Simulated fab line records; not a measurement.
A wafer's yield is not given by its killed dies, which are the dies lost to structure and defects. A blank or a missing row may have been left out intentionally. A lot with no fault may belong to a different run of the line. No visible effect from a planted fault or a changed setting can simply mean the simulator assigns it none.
One fault through the eyes of 2 desks + flow rit cmos + numbers are kept per desk, each desk with only its own; the story behind them comes last

FOR THE TOOL OWNER'S DESK: rie si-02
The tool's own readings at RIT_GATE_ETCH_19 (etches poly-Si in SF6/CHF3/O2, stops on SiO2, time 165 s, target depth 312.5 nm): means of the sampled wafers that have a number, for each lot that ran on this tool. Marked OUT: a lot whose mean sits more than 4 standard deviations from the usual mean, which makes it out of limits; the brackets give that distance.
Columns: A = drypump motor current A at RIT_GATE_ETCH_19, usual 5.9 A; B = oes product au at RIT_GATE_ETCH_19, usual 0.840 a.u.; C = rf fwd power W at RIT_GATE_ETCH_19, usual 159.3 W; D = throttle valve pct at RIT_GATE_ETCH_19, usual 10.28 %
| lot  | first seen here | A   | B     | C               | D     |
|------|-----------------|-----|-------|-----------------|-------|
| L770 | day 4 19:40     | 5.8 | 0.842 | 159.1           | 10.24 |
| L782 | day 7 06:05     | 6.1 | 0.837 | 184.4 (+51) OUT | 10.21 |
| L784 | day 7 18:37     | 5.9 | 0.846 | 185.2 (+53) OUT | 10.27 |
This desk finds L782, L784 out of limits, L782 being first, at day 7 06:05 (rf fwd power W at RIT_GATE_ETCH_19). L770: within limits.

METROLOGY DESK
What the gauges read, lot by lot, whatever tool the lot ran on: means of the sampled wafers that have a number. Marked OUT: a lot whose mean sits more than 4 standard deviations from the usual mean, which makes it out of limits; the brackets give that distance.
Columns: A = GATE_OXIDE_THK at RIT_GATE_THK_MEAS_07, usual 3.02 nm; B = GATE_POLY_THK at RIT_GATE_THK_MEAS_09, usual 249.4 nm; C = cd nm at RIT_GATE_CD_MEAS_16, usual 149.8 nm; D = GATE_OVL at RIT_GATE_OVL_MEAS_17, usual 0.0 nm
| lot  | first seen here | A    | B     | C     | D    |
|------|-----------------|------|-------|-------|------|
| L766 | day 3 21:28     | 3.06 | 248.4 | 150.4 | -0.6 |
| L770 | day 4 16:13     | 2.98 | 247.7 | 153.8 | 1.7  |
| L775 | day 5 13:16     | 2.98 | 251.4 | 150.2 | -0.2 |
| L782 | day 7 02:58     | 3.09 | 247.4 | 148.8 | 0.8  |
| L783 | day 7 06:25     | 2.96 | 244.9 | 149.7 | 1.2  |
| L784 | day 7 15:37     | 3.06 | 250.3 | 152.1 | 1.1  |
Finding of this desk: none of the 6 lots has anything out of limits.

BROUGHT TOGETHER
At day 7 06:05, on L782, L784, the tool owner's desk was in a position to raise an alarm.
Nothing out of limits was seen by the metrology desk.
The metrology desk has L782, L784 on record, within its limits.
The lots listed all ran RIT_GATE_ETCH_19 on rie si-02.

WHAT WAS PUT IN BY THE SIMULATOR
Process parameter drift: rie si-02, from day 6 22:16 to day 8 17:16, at RIT_GATE_ETCH_19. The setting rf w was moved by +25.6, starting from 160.
Struck lots among those shown: L782, L784.
How many hours passed from the start of the fault until each desk's first out-of-limits reading: the tool owner's desk, 8.
